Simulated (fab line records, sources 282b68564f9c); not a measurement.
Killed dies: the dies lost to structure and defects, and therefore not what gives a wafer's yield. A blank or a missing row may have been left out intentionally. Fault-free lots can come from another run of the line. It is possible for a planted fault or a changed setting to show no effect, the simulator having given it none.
fab line records    flow ritCmos
record lots=15  wafers=45  lastDay=7
route steps=202 shown GATE@88 M1@202
lots that met no fault: from a run of the same line without faults
startH: start of the lot's first displayed wafer, in hours after the record's first day    waitH: hours from the lot's prior step to this one    " repeats the value in the row above    L1.1+2: one row covering several wafers at once    - value missing, or start not given    * or withheld: withheld    < > ~ a bound
route shown NAME@n: NAME is a module with steps in the file, n the number in the route of the first one    usual: the fault-free wafers' mean and standard deviation    same: alike in all rows    chamber/n: place in a boat    sites: each site's reading    _std_site: their standard deviation    _edge_site: inner sites' mean taken away from outer sites' mean    radiusMm: how far each site lies from the wafer's centre    mask NAME#n: copy n    behind: the most recent tool/chamber to have shaped the wafer    hold: cause of the lot's hold/its duration in hours/its outcome    device: whichever transistor did not switch (one of n, p or np)    end of line: the same wafers' tests at the end of the route    for a step that has no rows: nothing shown but its recipe    killed: the dies lost at the first sort to structure and to defects; this is not the yield of the wafer    map: dies across one wafer; x = killed, . = not, _ = none there
set.NAME: setting as actually run; set.NAME@STEP: the setting as run at that earlier step    model.NAME: the simulator's own value behind a step, which no gauge read
one table for each step of the route and one row for each wafer, over a sample of lots
## steps
# step RIT_GATE_SOFTBAKE_12
# recipe resist=NOVOLAK  tempC=90  timeS=60
# usual heaterPowerTotalW=34.56/0.049  plateTempC=89.99/0.13
lot.wafer  tool           chamber  startH  waitH  heaterPowerTotalW  plateTempC
L740.1     lithoTrack-04  0        42.67   0.1    34.52              89.99
L740.5     "              0        "       "      34.55              89.81
L740.6     "              0        "       "      34.57              89.96
L743.2     lithoTrack-01  0        62.37   0.1    34.60              90.05
L743.3     "              0        "       "      34.55              89.90
L743.4     "              0        "       "      34.51              90.20
L744.2     lithoTrack-03  0        65.85   0.1    34.57              89.87
L744.4     "              0        "       "      34.57              90.13
L744.5     "              0        "       "      34.63              90.06
L745.3     lithoTrack-03  0        68.58   0.1    34.52              89.82
L745.4     "              0        "       "      34.60              89.79
L745.6     "              0        "       "      34.56              89.98
L746.3     lithoTrack-01  0        71.67   0.1    34.50              90.01
L746.4     "              0        "       "      34.63              90.06
L746.6     "              0        "       "      34.52              90.04
L748.2     lithoTrack-01  0        82.41   0.1    34.59              90.03
L748.4     "              0        "       "      34.51              90.12
L748.6     "              0        "       "      34.46              90.00
L749.3     lithoTrack-03  0        89.46   0.1    34.55              90.00
L749.4     "              0        "       "      34.57              89.92
L749.5     "              0        "       "      34.68              89.97
L750.2     lithoTrack-01  0        92.40   0.1    34.54              90.16
L750.3     "              0        "       "      34.62              90.13
L750.5     "              0        "       "      34.60              90.09
L751.2     lithoTrack-04  0        96.77   0.1    34.51              90.28
L751.5     "              0        "       "      34.58              90.21
L751.6     "              0        "       "      34.50              90.19
L752.4     lithoTrack-03  0        100.63  0.1    34.53              89.80
L752.5     "              0        "       "      34.66              89.98
L752.6     "              0        "       "      34.60              89.93
L755.2     lithoTrack-03  0        117.12  0.1    35.27              91.20
L755.5     "              0        "       "      35.21              91.34
L755.6     "              0        "       "      35.21              91.01
L756.2     lithoTrack-03  0        120.35  0.1    35.24              91.07
L756.3     "              0        "       "      35.13              90.98
L756.4     "              0        "       "      35.24              91.18
L758.1     lithoTrack-04  0        131.59  0.1    34.62              89.69
L758.3     "              0        "       "      34.57              89.84
L758.6     "              0        "       "      34.48              89.87
L759.2     lithoTrack-03  0        136.14  0.1    35.27              91.06
L759.5     "              0        "       "      35.20              90.98
L759.6     "              0        "       "      35.21              91.14
L761.1     lithoTrack-01  0        147.67  0.1    34.58              90.04
L761.4     "              0        "       "      34.52              89.88
L761.6     "              0        "       "      34.58              89.91
# step RIT_M1_PROBE_99
# usual killed_at_M0_to_M3=0.0/0.2  killedAtContacts=0.2/0.38  killedAtFrontEnd=6.7/3  killedDies=6.9/3  killedOpen=3.5/1.9  killedShort=3.3/2
# same grossDies=264  killed_at_M4_up=0  killedAtBackSide=0  killedAtOther=0
lot.wafer  tool       chamber  startH  waitH  killed_at_M0_to_M3  killedAtContacts  killedAtFrontEnd  killedDies  killedOpen  killedShort
L750.2     prober-02  -        113.90  0.1    0                   0                 6                 6           1           5
L750.3     prober-02  -        113.95  0.2    0                   1                 6                 7           5           2
L750.5     prober-02  -        114.05  0.2    0                   0                 5                 5           5           0
L751.2     prober-01  -        118.22  0.1    0                   0                 10                10          5           5
L751.5     prober-01  -        118.37  0.2    0                   0                 4                 4           3           1
L751.6     prober-01  -        118.42  0.2    0                   0                 11                11          5           6
L752.4     prober-02  -        121.71  0.2    0                   1                 8                 9           6           3
L752.5     prober-02  -        121.76  0.2    0                   0                 6                 6           3           3
L752.6     prober-02  -        121.81  0.2    0                   1                 7                 8           2           6
# killed by level:class
L750.2 GATE:geometricParticle:short=2 REOX:geometricParticle:short=2 FOX1:geometricParticle:short=1 GATE:geometricParticle:open=1
L750.3 SPACER:geometricParticle:open=2 FOX1:geometricParticle:open=1 FOX2:geometricParticle:open=1 GATE:geometricParticle:short=1 GATE:geometricParticle:open=1 CONTACT:geometricParticle:short=1
L750.5 SPACER:geometricParticle:open=2 FOX1:geometricParticle:open=1 GATE:geometricParticle:open=1 REOX:geometricParticle:open=1
L751.2 GATE:geometricParticle:short=5 FOX2:geometricParticle:open=2 GATE:geometricParticle:open=2 REOX:geometricParticle:open=1
L751.5 GATE:geometricParticle:open=2 REOX:geometricParticle:short=1 REOX:geometricParticle:open=1
L751.6 GATE:geometricParticle:short=4 SPACER:geometricParticle:open=4 GATE:geometricParticle:open=1 REOX:geometricParticle:short=1 SILICIDE:geometricParticle:short=1
L752.4 GATE:geometricParticle:open=2 FOX2:geometricParticle:open=1 FOX2:geometricParticle:short=1 REOX:geometricParticle:open=1 REOX:geometricParticle:short=1 SPACER:geometricParticle:open=1 SILICIDE:geometricParticle:open=1 CONTACT:geometricParticle:short=1
L752.5 FOX1:geometricParticle:short=2 SPACER:geometricParticle:open=2 GATE:geometricParticle:short=1 SILICIDE:geometricParticle:open=1
L752.6 GATE:geometricParticle:short=3 REOX:geometricParticle:short=2 FOX2:geometricParticle:short=1 GATE:geometricParticle:open=1 CONTACT:geometricParticle:open=1
## key
firstSign step=RIT_GATE_SOFTBAKE_12  reading=heaterPowerTotalW  direction=up  sigmas=14  usual=34.56  struck=35.22
effect step=RIT_GATE_SOFTBAKE_12  reading=plateTempC  direction=up  sigmas=8.6  usual=*  struck=*
metAt RIT_GATE_SOFTBAKE_12
struckLots L755,L756,L759
testerLeftOut L755,L756,L759
onsetBetween 100.63 117.12
fault kind=processParameterDrift  tool=lithoTrack-03  chamber=-  onsetH=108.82  steps=RIT_GATE_SOFTBAKE_12  channel=tempC  offset=*  shape=step  endH=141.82  actsIn=*  stated=*
# testerLeftOut: of these lots the tester's yield and bins aren't shown, on N5 and GAA mostly nor the transistor test; their killed dies are dies lost to structure and defects alone, not to doping, threshold or leakage, so they don't give the yield
